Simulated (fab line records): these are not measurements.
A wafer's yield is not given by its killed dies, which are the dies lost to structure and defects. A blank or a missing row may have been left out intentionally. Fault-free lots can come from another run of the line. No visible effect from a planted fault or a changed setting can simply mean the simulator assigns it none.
Code-filled problem report in 8D (eight disciplines) form	flow berkeley_cmos170	the parts of the form that need people (team, actions taken, sign-off) are left out

== 1. WHAT IS WRONG ==
Mean of run_length_s at UCB170_FIELD_WET_ETCH_05: 18236 s across 6 wafers in 2 lots; on wafers with no fault it is 12628 s (standard deviation 3.9). That is +99 or more standard deviations from the usual mean.
The step: etches Si3N4 in H3PO4, time 12600 s.
Earliest sighting: wafer L851.1 on wet_bench-03 at day 9 16:29. Wafers with a number at this step in the record: 18, from 6 lots. The rule behind "out" and "out of limits": a value lying over 4 standard deviations away from the usual mean. The rest of the wafers with a number are treated as sound.

== 2. WHAT IT IS; WHAT IT IS NOT ==
question	is	is not
which readings at this step	run_length_s	bath_heat_duty_pct
which lots	L851, L852	L835, L842, L854, L855
which wafers of those lots	all that have a number	-
read on which tools	wet_bench-03	wet_bench-01, wet_bench-04
when	from day 9 16:29	up to then (6 sound wafers); but 6 sound wafers of L854, L855 came after

== 3. THE SUSPECTS, EACH WITH WHAT RULES IT OUT ==
Counting: a tool stays on the suspect list if, at a process step up to the reading, it processed all lots that are out and no sound lot following the first of them.
- wet_bench-03 at UCB170_FIELD_WET_ETCH_05 (etches Si3N4 in H3PO4, time 12600 s): kept. All lots that are out passed through it, beginning with L851 at day 9 16:29, and no sound lot followed; its final sound lot before that point was L842 at day 7 05:50. Out on those wafers are its own readings of run_length_s.
Left after counting: wet_bench-03 at UCB170_FIELD_WET_ETCH_05.

== 4. THE CAUSE (what the simulator had put in) ==
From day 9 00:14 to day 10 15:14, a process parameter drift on wet_bench-03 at UCB170_FIELD_WET_ETCH_05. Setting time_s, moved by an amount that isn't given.
Counting left only this tool.

== 5. THE CHAIN OF EFFECTS, in route order ==
One row per reading whose mean, taken over the struck wafers that have a number, lies over 3 standard deviations from the usual. Only readings whose record carries a usual standard deviation are examined. hours: median over the lots of the time between each lot's start at the first step of this table that gives one and its start at this step. sigmas: the change, counted in usual standard deviations.
hours	step	reading	usual	on struck wafers	change	sigmas
0	UCB170_FIELD_WET_ETCH_05	run_length_s	12628 s	18236	+5608	+99 or more
It contains these process steps:
- UCB170_FIELD_WET_ETCH_05: etches Si3N4 in H3PO4, time 12600 s.
Later steps that measure or inspect, where all struck wafers having a row at the step show a number for every such reading and not one has moved that far: UCB170_FIELD_THK_MEAS_90, UCB170_SACOX_THK_MEAS_02, UCB170_SCREENOX_THK_MEAS_02, UCB170_NVT_OVL_MEAS_06, UCB170_NVT_TW_MEAS_09, UCB170_PVT_OVL_MEAS_06.

== 6. HOW IT WOULD HAVE BEEN CAUGHT EARLIER ==
16 hours passed between the start of the fault at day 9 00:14 and the first reading out of limits in this record, taken at day 9 16:29.
